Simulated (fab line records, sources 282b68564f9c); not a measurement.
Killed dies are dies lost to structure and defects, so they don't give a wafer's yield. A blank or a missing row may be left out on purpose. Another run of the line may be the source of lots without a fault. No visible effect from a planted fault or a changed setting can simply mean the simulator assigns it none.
fab line records -- flow rit-cmos
record lots=6, wafers=18, last-day=8
route steps=202 shown SDANNEAL@156 PSD@157 NSD@158 PLDD@159 NLDD@160 SILICIDE@161 CONTACT@168 M1@202
lots that met no fault: from a run of the same line without faults
start-h: start of the lot's first displayed wafer, in hours after the record's first day -- wait-h: hours elapsed since this lot's preceding step -- " as in the row above -- L1.1+2: several wafers, shown together as one row -- - value missing, or start not given -- * or withheld: withheld -- < > ~ a bound
route shown NAME@n: names a module that has steps shown in the file, with the first one's number in the route -- usual: mean/standard deviation of fault-free wafers -- same: alike in all rows -- chamber/n: place in a boat -- sites: per-site readings -- _std_site: the standard deviation of these -- _edge_site: outer sites' mean less inner sites' -- radius-mm: for every site, how far away it sits from the centre of the wafer -- mask NAME#n: copy n -- behind: the tool/chamber that last shaped the wafer -- hold: reason for holding the lot/hours on hold/outcome of the hold -- device: names the non-switching transistor (n, p or np) -- end of line: tests run on the same wafers once the route is complete -- a step given without rows: its recipe and nothing more -- killed: count of dies lost to structure and defects at first sort (not the wafer's yield) -- map: a wafer's dies, marking killed ones x, the rest . and places with no die _
set.NAME: the setting the step ran with; set.NAME@STEP: the setting that earlier step ran with -- model.NAME: the simulator's own value behind a step, which no gauge read
a table for each step, a row for each wafer; lots at some steps of the route
services: from which hour (start-h, from the record's first day; less than 0 if before it) a tool's chamber was out of use, for how many hours, and why
## steps
# step RIT_SDANNEAL_RTA_03
# recipe temp-c=1050, time-s=5, idle-temp-c=600, ramp-up-c-per-s=342, ramp-down-c-per-s=171, cool-to-c=600, ambient=N2
# usual wafer_temp_C_max=1053.6/1.1
lot.wafer,tool,chamber,start-h,wait-h,wafer_temp_C_max
L243.1,rtp-anneal-02,0,106.18,0.0,1053.8
L243.3,rtp-anneal-02,0,106.18,0.0,1052.8
L243.5,rtp-anneal-02,0,106.18,0.0,1054.7
L244.1,rtp-anneal-01,0,115.27,0.0,1054.3
L244.2,rtp-anneal-01,0,115.27,0.0,1054.9
L244.6,rtp-anneal-01,0,115.27,0.0,1054.4
L249.1,rtp-anneal-02,0,151.97,0.0,1054.4
L249.2,rtp-anneal-02,0,151.97,0.0,1054.1
L249.6,rtp-anneal-02,0,151.97,0.0,1054.0
L250.1,rtp-anneal-01,0,158.92,0.0,1054.4
L250.4,rtp-anneal-01,0,158.92,0.0,1053.6
L250.5,rtp-anneal-01,0,158.92,0.0,1054.3
L253.1,rtp-anneal-01,0,172.69,0.0,1056.0
L253.2,rtp-anneal-01,0,172.69,0.0,1052.7
L253.5,rtp-anneal-01,0,172.69,0.0,1053.6
L254.1,rtp-anneal-01,0,181.44,0.0,1052.8
L254.4,rtp-anneal-01,0,181.44,0.0,1054.8
L254.5,rtp-anneal-01,0,181.44,0.0,1053.6
# step RIT_SDANNEAL_RS_MEAS_04
# recipe thk-meas-gauge=four-point-probe
# usual PSD_RS=116.00/0.29
lot.wafer,tool,chamber,start-h,wait-h,PSD_RS[ohm/sq]
L243.1,film-metro-04,-,106.24,0.0,115.93
L243.3,film-metro-04,-,106.24,0.0,116.31
L243.5,film-metro-04,-,106.24,0.0,116.29
L244.1,film-metro-02,-,115.33,0.0,115.89
L244.2,film-metro-02,-,115.33,0.0,115.62
L244.6,film-metro-02,-,115.33,0.0,116.03
L249.1,film-metro-02,-,152.02,0.0,116.45
L249.2,film-metro-02,-,152.02,0.0,115.76
L249.6,film-metro-02,-,152.02,0.0,116.46
L250.1,film-metro-02,-,158.98,0.0,115.76
L250.4,film-metro-02,-,158.98,0.0,115.89
L250.5,film-metro-02,-,158.98,0.0,115.91
L253.1,film-metro-03,-,172.75,0.0,116.52
L253.2,film-metro-03,-,172.75,0.0,116.21
L253.5,film-metro-03,-,172.75,0.0,116.40
L254.1,film-metro-03,-,181.50,0.0,116.36
L254.4,film-metro-03,-,181.50,0.0,116.56
L254.5,film-metro-03,-,181.50,0.0,116.31
# step RIT_SDANNEAL_RS_MEAS_05
# recipe thk-meas-gauge=four-point-probe
# usual NSD_RS=84.52/0.29
lot.wafer,tool,chamber,start-h,wait-h,NSD_RS[ohm/sq]
L243.1,film-metro-04,-,106.36,0.1,84.22
L243.3,film-metro-04,-,106.36,0.1,84.62
L243.5,film-metro-04,-,106.36,0.1,84.73
L244.1,film-metro-02,-,115.45,0.1,84.42
L244.2,film-metro-02,-,115.45,0.1,84.31
L244.6,film-metro-02,-,115.45,0.1,84.34
L249.1,film-metro-02,-,152.14,0.1,84.04
L249.2,film-metro-02,-,152.14,0.1,84.73
L249.6,film-metro-02,-,152.14,0.1,84.34
L250.1,film-metro-02,-,159.10,0.1,84.42
L250.4,film-metro-02,-,159.10,0.1,84.23
L250.5,film-metro-02,-,159.10,0.1,84.13
L253.1,film-metro-03,-,172.87,0.1,84.91
L253.2,film-metro-03,-,172.87,0.1,84.91
L253.5,film-metro-03,-,172.87,0.1,84.89
L254.1,film-metro-03,-,181.62,0.1,84.55
L254.4,film-metro-03,-,181.62,0.1,84.48
L254.5,film-metro-03,-,181.62,0.1,84.60
# step RIT_SDANNEAL_RS_MEAS_06
# recipe thk-meas-gauge=four-point-probe
# usual PLDD_RS=178.8/0.48
lot.wafer,tool,chamber,start-h,wait-h,PLDD_RS[ohm/sq]
L243.1,film-metro-04,-,106.48,0.1,178.8
L243.3,film-metro-04,-,106.48,0.1,178.4
L243.5,film-metro-04,-,106.48,0.1,178.9
L244.1,film-metro-02,-,115.57,0.1,179.4
L244.2,film-metro-02,-,115.57,0.1,179.7
L244.6,film-metro-02,-,115.57,0.1,178.9
L249.1,film-metro-02,-,152.26,0.1,179.6
L249.2,film-metro-02,-,152.26,0.1,179.2
L249.6,film-metro-02,-,152.26,0.1,179.5
L250.1,film-metro-02,-,159.22,0.1,178.4
L250.4,film-metro-02,-,159.22,0.1,178.6
L250.5,film-metro-02,-,159.22,0.1,178.6
L253.1,film-metro-03,-,172.99,0.1,179.4
L253.2,film-metro-03,-,172.99,0.1,178.9
L253.5,film-metro-03,-,172.99,0.1,179.3
L254.1,film-metro-03,-,181.74,0.1,179.4
L254.4,film-metro-03,-,181.74,0.1,179.5
L254.5,film-metro-03,-,181.74,0.1,179.3
# step RIT_SDANNEAL_RS_MEAS_07
# recipe thk-meas-gauge=four-point-probe
# usual NLDD_RS=151.7/0.54
lot.wafer,tool,chamber,start-h,wait-h,NLDD_RS[ohm/sq]
L243.1,film-metro-04,-,106.60,0.1,151.1
L243.3,film-metro-04,-,106.60,0.1,151.7
L243.5,film-metro-04,-,106.60,0.1,151.0
L244.1,film-metro-02,-,115.69,0.1,152.4
L244.2,film-metro-02,-,115.69,0.1,151.5
L244.6,film-metro-02,-,115.69,0.1,152.1
L249.1,film-metro-02,-,152.38,0.1,151.9
L249.2,film-metro-02,-,152.38,0.1,151.5
L249.6,film-metro-02,-,152.38,0.1,152.1
L250.1,film-metro-02,-,159.34,0.1,152.8
L250.4,film-metro-02,-,159.34,0.1,152.5
L250.5,film-metro-02,-,159.34,0.1,152.6
L253.1,film-metro-03,-,173.11,0.1,151.4
L253.2,film-metro-03,-,173.11,0.1,151.0
L253.5,film-metro-03,-,173.11,0.1,151.4
L254.1,film-metro-03,-,181.86,0.1,152.2
L254.4,film-metro-03,-,181.86,0.1,152.2
L254.5,film-metro-03,-,181.86,0.1,152.4
# step RIT_SILICIDE_WET_ETCH_00
# recipe chemistry=BOE, target=SiO2, target-depth-nm=14, time-s=15, dry=n2-spin, dilution=10:1, temp-c=21.5
# step RIT_SILICIDE_SPUTTER_01
# recipe material=Ti, target-thk-nm=30, power-w=350, chamber-pressure-pa=0.667, gas=Ar, time-s=240, substrate-temp-c=25
# usual throttle-valve-pct=30.1/1
lot.wafer,tool,chamber,start-h,wait-h,throttle-valve-pct
L243.1,pvd-sputter-01,-,106.73,0.0,31.4
L243.3,pvd-sputter-01,-,106.73,0.0,29.6
L243.5,pvd-sputter-01,-,106.73,0.0,32.2
L244.1,pvd-sputter-02,-,115.82,0.0,30.8
L244.2,pvd-sputter-02,-,115.82,0.0,29.4
L244.6,pvd-sputter-02,-,115.82,0.0,28.9
L249.1,pvd-sputter-01,-,152.52,0.0,31.2
L249.2,pvd-sputter-01,-,152.52,0.0,32.1
L249.6,pvd-sputter-01,-,152.52,0.0,32.2
L250.1,pvd-sputter-02,-,159.47,0.0,29.2
L250.4,pvd-sputter-02,-,159.47,0.0,30.9
L250.5,pvd-sputter-02,-,159.47,0.0,30.5
L253.1,pvd-sputter-02,-,173.24,0.0,30.8
L253.2,pvd-sputter-02,-,173.24,0.0,30.4
L253.5,pvd-sputter-02,-,173.24,0.0,30.7
L254.1,pvd-sputter-02,-,182.00,0.0,29.4
L254.4,pvd-sputter-02,-,182.00,0.0,29.0
L254.5,pvd-sputter-02,-,182.00,0.0,29.2
# step RIT_SILICIDE_RS_MEAS_02
# recipe thk-meas-gauge=four-point-probe, reads=Ti_of_SILICIDE_SPUTTER_01
# usual SILICIDE_TI_RS=48.2/0.55
lot.wafer,tool,chamber,start-h,wait-h,SILICIDE_TI_RS[ohm/sq]
L243.1,film-metro-01,-,106.88,0.1,48.5
L243.3,film-metro-01,-,106.88,0.1,48.3
L243.5,film-metro-01,-,106.88,0.1,47.6
L244.1,film-metro-03,-,115.97,0.1,47.4
L244.2,film-metro-03,-,115.97,0.1,48.0
L244.6,film-metro-03,-,115.97,0.1,48.1
L249.1,film-metro-04,-,152.67,0.1,47.6
L249.2,film-metro-04,-,152.67,0.1,47.6
L249.6,film-metro-04,-,152.67,0.1,47.3
L250.1,film-metro-03,-,159.62,0.1,48.7
L250.4,film-metro-03,-,159.62,0.1,48.9
L250.5,film-metro-03,-,159.62,0.1,48.9
L253.1,film-metro-01,-,173.39,0.1,48.8
L253.2,film-metro-01,-,173.39,0.1,49.6
L253.5,film-metro-01,-,173.39,0.1,49.2
L254.1,film-metro-04,-,182.15,0.1,47.9
L254.4,film-metro-04,-,182.15,0.1,47.6
L254.5,film-metro-04,-,182.15,0.1,47.7
# step RIT_SILICIDE_THK_MEAS_03
# recipe thk-meas-gauge=xrf, reads=Ti_of_SILICIDE_SPUTTER_01
# usual SILICIDE_TI_THK=29.2/0.32
lot.wafer,tool,chamber,start-h,wait-h,SILICIDE_TI_THK[nm]
L243.1,film-metro-01,-,107.00,0.1,28.8
L243.3,film-metro-01,-,107.00,0.1,28.9
L243.5,film-metro-01,-,107.00,0.1,29.1
L244.1,film-metro-03,-,116.09,0.1,29.6
L244.2,film-metro-03,-,116.09,0.1,29.2
L244.6,film-metro-03,-,116.09,0.1,29.2
L249.1,film-metro-04,-,152.79,0.1,29.6
L249.2,film-metro-04,-,152.79,0.1,29.7
L249.6,film-metro-04,-,152.79,0.1,29.9
L250.1,film-metro-03,-,159.74,0.1,28.9
L250.4,film-metro-03,-,159.74,0.1,28.8
L250.5,film-metro-03,-,159.74,0.1,28.8
L253.1,film-metro-01,-,173.51,0.1,28.8
L253.2,film-metro-01,-,173.51,0.1,28.4
L253.5,film-metro-01,-,173.51,0.1,28.6
L254.1,film-metro-04,-,182.27,0.1,29.5
L254.4,film-metro-04,-,182.27,0.1,29.6
L254.5,film-metro-04,-,182.27,0.1,29.4
# step RIT_SILICIDE_RTA_04
# recipe temp-c=650, time-s=10, idle-temp-c=25, ramp-up-s=5, ramp-down-s=5, cool-to-c=25, ambient=N2
# usual wafer_temp_C_max=652.7/1.7
lot.wafer,tool,chamber,start-h,wait-h,wafer_temp_C_max
L243.1,rtp-anneal-01,0,107.06,0.1,651.1
L243.3,rtp-anneal-01,0,107.06,0.1,651.6
L243.5,rtp-anneal-01,0,107.06,0.1,651.9
L244.1,rtp-anneal-02,0,116.15,0.1,655.3
L244.2,rtp-anneal-02,0,116.15,0.1,654.3
L244.6,rtp-anneal-02,0,116.15,0.1,655.3
L249.1,rtp-anneal-01,0,152.85,0.1,651.1
L249.2,rtp-anneal-01,0,152.85,0.1,651.3
L249.6,rtp-anneal-01,0,152.85,0.1,651.6
L250.1,rtp-anneal-02,0,159.80,0.1,653.6
L250.4,rtp-anneal-02,0,159.80,0.1,653.4
L250.5,rtp-anneal-02,0,159.80,0.1,653.1
L253.1,rtp-anneal-01,0,173.57,0.1,651.5
L253.2,rtp-anneal-01,0,173.57,0.1,650.9
L253.5,rtp-anneal-01,0,173.57,0.1,651.5
L254.1,rtp-anneal-02,0,182.33,0.1,655.1
L254.4,rtp-anneal-02,0,182.33,0.1,654.1
L254.5,rtp-anneal-02,0,182.33,0.1,654.0
# step RIT_SILICIDE_WET_ETCH_05
# recipe chemistry=SPM, target=Ti, temp-c=90, time-s=120, dry=n2-spin
# step RIT_SILICIDE_RTA_06
# recipe temp-c=750, time-s=10, idle-temp-c=25, ramp-up-s=5, ramp-down-s=10, cool-to-c=25, ambient=N2
# usual wafer_temp_C_max=753.7/1.9
lot.wafer,tool,chamber,start-h,wait-h,wafer_temp_C_max
L243.1,rtp-anneal-02,0,107.17,0.0,754.5
L243.3,rtp-anneal-02,0,107.17,0.0,754.9
L243.5,rtp-anneal-02,0,107.17,0.0,755.7
L244.1,rtp-anneal-01,0,116.26,0.0,751.8
L244.2,rtp-anneal-01,0,116.26,0.0,751.8
L244.6,rtp-anneal-01,0,116.26,0.0,752.3
L249.1,rtp-anneal-02,0,152.96,0.0,754.2
L249.2,rtp-anneal-02,0,152.96,0.0,755.0
L249.6,rtp-anneal-02,0,152.96,0.0,753.9
L250.1,rtp-anneal-01,0,159.91,0.0,752.1
L250.4,rtp-anneal-01,0,159.91,0.0,752.3
L250.5,rtp-anneal-01,0,159.91,0.0,751.8
L253.1,rtp-anneal-02,0,173.68,0.0,753.3
L253.2,rtp-anneal-02,0,173.68,0.0,754.7
L253.5,rtp-anneal-02,0,173.68,0.0,754.5
L254.1,rtp-anneal-01,0,182.43,0.0,751.6
L254.4,rtp-anneal-01,0,182.43,0.0,751.1
L254.5,rtp-anneal-01,0,182.43,0.0,751.5
# step RIT_CONTACT_CVD_00
# recipe material=SiO2, target-thk-nm=400, precursor=TEOS, temp-c=390, time-s=61, rf-w=400
# usual heater-power-w=311/49
lot.wafer,tool,chamber,start-h,wait-h,heater-power-w
L243.1,pecvd-01,1,107.24,0.1,287
L243.3,pecvd-01,0,107.24,0.1,355
L243.5,pecvd-01,0,107.24,0.1,357
L244.1,pecvd-03,1,116.33,0.1,385
L244.2,pecvd-03,0,116.33,0.1,366
L244.6,pecvd-03,2,116.33,0.1,363
L249.1,pecvd-01,0,153.02,0.1,358
L249.2,pecvd-01,2,153.02,0.1,278
L249.6,pecvd-01,0,153.02,0.1,269
L250.1,pecvd-03,0,159.97,0.1,352
L250.4,pecvd-03,0,159.97,0.1,362
L250.5,pecvd-03,2,159.97,0.1,378
L253.1,pecvd-01,1,173.75,0.1,374
L253.2,pecvd-01,0,173.75,0.1,281
L253.5,pecvd-01,1,173.75,0.1,373
L254.1,pecvd-02,1,182.50,0.1,222
L254.4,pecvd-02,1,182.50,0.1,232
L254.5,pecvd-02,0,182.50,0.1,339
# step RIT_CONTACT_THK_MEAS_01
# recipe reads=SiO2_of_CONTACT_CVD_00
# usual CONTACT_TEOS_THK=401/5.9
lot.wafer,tool,chamber,start-h,wait-h,hold,CONTACT_TEOS_THK[nm]
L243.1,film-metro-03,-,107.29,0.0,-,399
L243.3,film-metro-03,-,107.29,0.0,-,400
L243.5,film-metro-03,-,107.29,0.0,-,407
L244.1,film-metro-02,-,116.38,0.0,-,393
L244.2,film-metro-02,-,116.38,0.0,-,394
L244.6,film-metro-02,-,116.38,0.0,-,403
L249.1,film-metro-01,-,153.07,0.0,await-dispo/0.2h/release,367
L249.2,film-metro-01,-,153.07,0.0,await-dispo/0.2h/release,366
L249.6,film-metro-01,-,153.07,0.0,await-dispo/0.2h/release,379
L249.1,film-metro-01,-,153.30,0.2,-,367
L249.2,film-metro-01,-,153.30,0.2,-,366
L249.6,film-metro-01,-,153.30,0.2,-,380
L250.1,film-metro-01,-,160.02,0.0,-,393
L250.4,film-metro-01,-,160.02,0.0,-,399
L250.5,film-metro-01,-,160.02,0.0,-,402
L253.1,film-metro-03,-,173.80,0.0,await-dispo/0.2h/release,362
L253.2,film-metro-03,-,173.80,0.0,await-dispo/0.2h/release,365
L253.5,film-metro-03,-,173.80,0.0,await-dispo/0.2h/release,371
L253.1,film-metro-03,-,174.03,0.2,-,362
L253.2,film-metro-03,-,174.03,0.2,-,365
L253.5,film-metro-03,-,174.03,0.2,-,372
L254.1,film-metro-03,-,182.55,0.0,-,399
L254.4,film-metro-03,-,182.55,0.0,-,401
L254.5,film-metro-03,-,182.55,0.0,-,399
# step RIT_M1_PROBE_99
# usual killed-at-contacts=0.0/0.22, killed-at-front-end=6.6/2.7, killed-dies=6.7/2.7, killed-open=3.4/2, killed-short=3.2/1.8
# same gross-dies=264, killed_at_M0_to_M3=0, killed_at_M4_up=0, killed-at-back-side=0, killed-at-other=0
lot.wafer,tool,chamber,start-h,wait-h,killed-at-contacts,killed-at-front-end,killed-dies,killed-open,killed-short
L243.1,prober-01,-,114.71,0.1,0,6,6,3,3
L243.3,prober-01,-,114.81,0.2,0,2,2,1,1
L243.5,prober-01,-,114.91,0.2,0,6,6,3,3
L244.1,prober-02,-,122.70,0.1,0,5,5,2,3
L244.2,prober-02,-,122.75,0.1,0,4,4,0,4
L244.6,prober-02,-,122.95,0.2,0,5,5,0,5
L249.1,prober-01,-,164.61,0.1,1,5,6,4,2
L249.2,prober-01,-,164.66,0.1,0,4,4,1,3
L249.6,prober-01,-,164.86,0.2,0,8,8,5,3
L250.1,prober-02,-,166.38,0.1,0,8,8,4,4
L250.4,prober-02,-,166.53,0.2,0,9,9,5,4
L250.5,prober-02,-,166.58,0.2,0,11,11,6,5
L253.1,prober-02,-,183.13,0.1,0,5,5,1,4
L253.2,prober-02,-,183.18,0.1,0,10,10,6,4
L253.5,prober-02,-,183.33,0.2,0,12,12,8,4
# killed by level:class
L243.1 GATE:geometric-particle:open=1 REOX:geometric-particle:short=1 REOX:geometric-particle:open=1 SPACER:geometric-particle:short=1 SILICIDE:geometric-particle:open=1 SILICIDE:geometric-particle:short=1
L243.3 GATE:geometric-particle:open=1 REOX:geometric-particle:short=1
L243.5 GATE:geometric-particle:open=2 GATE:geometric-particle:short=1 REOX:geometric-particle:open=1 REOX:geometric-particle:short=1 SILICIDE:geometric-particle:short=1
L244.1 GATE:geometric-particle:short=2 FOX1:geometric-particle:short=1 GATE:geometric-particle:open=1 SILICIDE:geometric-particle:open=1
L244.2 FOX1:geometric-particle:short=1 FOX2:geometric-particle:short=1 SPACER:geometric-particle:short=1 SILICIDE:geometric-particle:short=1
L244.6 GATE:geometric-particle:short=2 REOX:geometric-particle:short=2 SPACER:geometric-particle:short=1
L249.1 GATE:geometric-particle:open=2 FOX1:geometric-particle:open=1 REOX:geometric-particle:short=1 REOX:geometric-particle:open=1 CONTACT:geometric-particle:short=1
L249.2 FOX1:geometric-particle:short=1 FOX2:geometric-particle:short=1 GATE:geometric-particle:open=1 SPACER:geometric-particle:short=1
L249.6 REOX:geometric-particle:open=2 SILICIDE:geometric-particle:open=2 FOX1:geometric-particle:short=1 FOX1:geometric-particle:open=1 FOX2:geometric-particle:short=1 GATE:geometric-particle:short=1
L250.1 GATE:geometric-particle:short=3 GATE:geometric-particle:open=2 REOX:geometric-particle:open=1 REOX:geometric-particle:short=1 SILICIDE:geometric-particle:open=1
L250.4 GATE:geometric-particle:open=3 FOX1:geometric-particle:open=2 GATE:geometric-particle:short=2 FOX1:geometric-particle:short=1 REOX:geometric-particle:short=1
L250.5 GATE:geometric-particle:open=6 GATE:geometric-particle:short=2 SPACER:geometric-particle:short=2 REOX:geometric-particle:short=1
L253.1 FOX1:geometric-particle:short=1 FOX1:geometric-particle:open=1 FOX2:geometric-particle:short=1 GATE:geometric-particle:short=1 SPACER:geometric-particle:short=1
L253.2 FOX2:geometric-particle:open=4 GATE:geometric-particle:short=3 GATE:geometric-particle:open=1 REOX:geometric-particle:short=1 REOX:geometric-particle:open=1
L253.5 GATE:geometric-particle:open=3 SILICIDE:geometric-particle:open=3 FOX1:geometric-particle:short=1 FOX1:geometric-particle:open=1 GATE:geometric-particle:short=1 REOX:geometric-particle:short=1 SPACER:geometric-particle:short=1 SPACER:geometric-particle:open=1
## services
tool,chamber,start-h,hours,kind
pvd-sputter-01,-,125.82,12.2,repair
pecvd-02,-,131.53,1.4,repair
pvd-sputter-01,-,145.75,1.8,repair
## key
first-sign step=RIT_CONTACT_THK_MEAS_01, reading=visit, direction=added
effect step=RIT_CONTACT_THK_MEAS_01, reading=CONTACT_TEOS_THK, direction=down, sigmas=5.5, usual=401, struck=368
met-at RIT_CONTACT_CVD_00
struck-wafers L249.1,L249.2,L249.6,L253.1,L253.2,L253.5
tester-left-out L249,L253
onset-between 107.24 153.02
also-fits RIT_SILICIDE_RTA_04:rtp-anneal-01,RIT_SILICIDE_RTA_06:rtp-anneal-02
fault kind=site-profile-drift, tool=pecvd-01, chamber=-, onset-h=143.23, steps=RIT_CONTACT_CVD_00, basis=fraction, max-abs-drift=0.1428, slope-share-per-hr=71.398, site-pattern=0,0,0,0,0,-1,-1,-1,-1
# tester-left-out: of these lots the tester's yield and bins aren't shown, on N5 and GAA mostly nor the transistor test; their killed dies are dies lost to structure and defects alone, not to doping, threshold or leakage, so they don't give the yield
